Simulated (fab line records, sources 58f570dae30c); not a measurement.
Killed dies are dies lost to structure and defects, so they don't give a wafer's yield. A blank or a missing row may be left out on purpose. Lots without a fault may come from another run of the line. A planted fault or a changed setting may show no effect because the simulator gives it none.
Which tool did it? | flow berkeley_cmos170 | 14 lots, 42 wafers sampled, at 3 steps of a route of 331

WHAT THE GAUGES READ, wafer by wafer
UCB170_GATE_CD_MEAS_12: target cd 350 nm. Usual: cd_nm 350.1 nm, standard deviation 1.3.
lot  | measured     | on        | cd_nm (nm)        | flag
L635 | day 7 06:43  | cd_sem-01 | 351.7 350.8 350.4 |
L636 | day 7 19:20  | cd_sem-01 | 352.0 351.5 351.3 |
L639 | day 8 08:42  | cd_sem-02 | 349.8 349.9 351.3 |
L638 | day 8 08:47  | cd_sem-01 | 348.4 348.7 350.5 |
L642 | day 8 14:24  | cd_sem-02 | 347.6 347.0 348.4 |
L640 | day 8 15:13  | cd_sem-01 | 348.8 349.7 348.1 |
L647 | day 9 16:01  | cd_sem-01 | 349.8 349.8 351.1 |
L645 | day 9 16:17  | cd_sem-01 | 352.1 352.0 351.7 |
L646 | day 9 16:20  | cd_sem-02 | 350.1 352.2 350.6 |
L648 | day 10 04:01 | cd_sem-02 | 350.7 349.6 349.7 |
L650 | day 11 01:35 | cd_sem-01 | 348.8 349.8 347.7 |
L654 | day 11 01:48 | cd_sem-01 | 348.4 347.6 349.3 |
L657 | day 11 15:54 | cd_sem-01 | 350.4 350.7 350.3 |
L656 | day 11 16:05 | cd_sem-01 | 349.1 350.3 350.0 |

UCB170_PLDD_OVL_MEAS_07. Usual: PLDD_OVL 0 nm, standard deviation 6.1.
lot  | measured     | on         | PLDD_OVL (nm) | flag
L635 | day 7 09:07  | overlay-02 | -5 -4 -6      |
L636 | day 7 21:57  | overlay-01 | -7 -9 -4      |
L639 | day 8 12:50  | overlay-02 | -5 -6 -1      |
L638 | day 8 13:01  | overlay-02 | -1 -1 1       |
L642 | day 8 16:24  | overlay-02 | 9 14 9        |
L640 | day 8 17:22  | overlay-02 | 0 2 1         |
L647 | day 9 17:47  | overlay-02 | -5 -2 -7      |
L645 | day 9 18:05  | overlay-01 | 11 8 9        |
L646 | day 9 18:20  | overlay-02 | 1 0 -1        |
L648 | day 10 07:00 | overlay-02 | -7 -8 -8      |
L650 | day 11 04:34 | overlay-02 | 5 2 8         |
L654 | day 11 04:44 | overlay-01 | -8 -4 -11     |
L657 | day 11 18:01 | overlay-02 | 2 -5 4        |
L656 | day 11 18:17 | overlay-02 | 13 12 4       |

UCB170_SPACER_THK_MEAS_01. Usual: SPACER_TEOS_THK 376 nm, standard deviation 5.2.
lot  | measured     | on            | SPACER_TEOS_THK (nm) | flag
L635 | day 7 12:19  | film_metro-04 | 370 372 373          |
L636 | day 8 00:19  | film_metro-01 | 376 383 378          |
L639 | day 8 15:53  | film_metro-04 | 371 376 374          |
L638 | day 8 16:16  | film_metro-03 | 382 379 383          |
L642 | day 8 19:23  | film_metro-04 | 365 370 376          |
L640 | day 8 20:46  | film_metro-04 | 381 377 384          |
L647 | day 9 20:14  | film_metro-03 | 374 370 381          |
L645 | day 9 20:41  | film_metro-03 | 375 376 379          |
L646 | day 9 21:23  | film_metro-04 | 372 382 383          |
L648 | day 10 10:03 | film_metro-04 | 373 378 377          |
L650 | day 11 09:15 | film_metro-01 | 375 375 382          |
L654 | day 11 09:02 | film_metro-03 | 370 375 373          |
L657 | day 11 20:47 | film_metro-04 | 380 380 378          |
L656 | day 11 21:09 | film_metro-01 | 379 381 380          |

WHICH TOOL RAN EACH LOT (tool, then ch and the chambers of the sampled wafers, then the start)
The record holds no process step before these readings.

WHAT THE TOOLS THEMSELVES READ (means of the sampled wafers that have a number; where no wafer has one, the mark that the record gives instead)
The record holds no such reading with a usual standard deviation.

THE ANSWER, worked out from the rows above alone
Rule: a lot is off if the mean of its wafers that have a number lies more than 3 standard deviations from the usual mean. A lot without any number at a reading at which 4 lots or more have one is off too. The other lots that the step has rows for count as sound. The gauges are gone through in route order, then the tools' own readings, and for those a lot's mean is taken as printed above. The first step at which some lot is off is used, and at that step the reading that is off furthest; a lot without a number counts as furthest.
No lot is off at any reading shown: from this, nothing can be told.

WHAT THE SIMULATOR HAD PUT IN
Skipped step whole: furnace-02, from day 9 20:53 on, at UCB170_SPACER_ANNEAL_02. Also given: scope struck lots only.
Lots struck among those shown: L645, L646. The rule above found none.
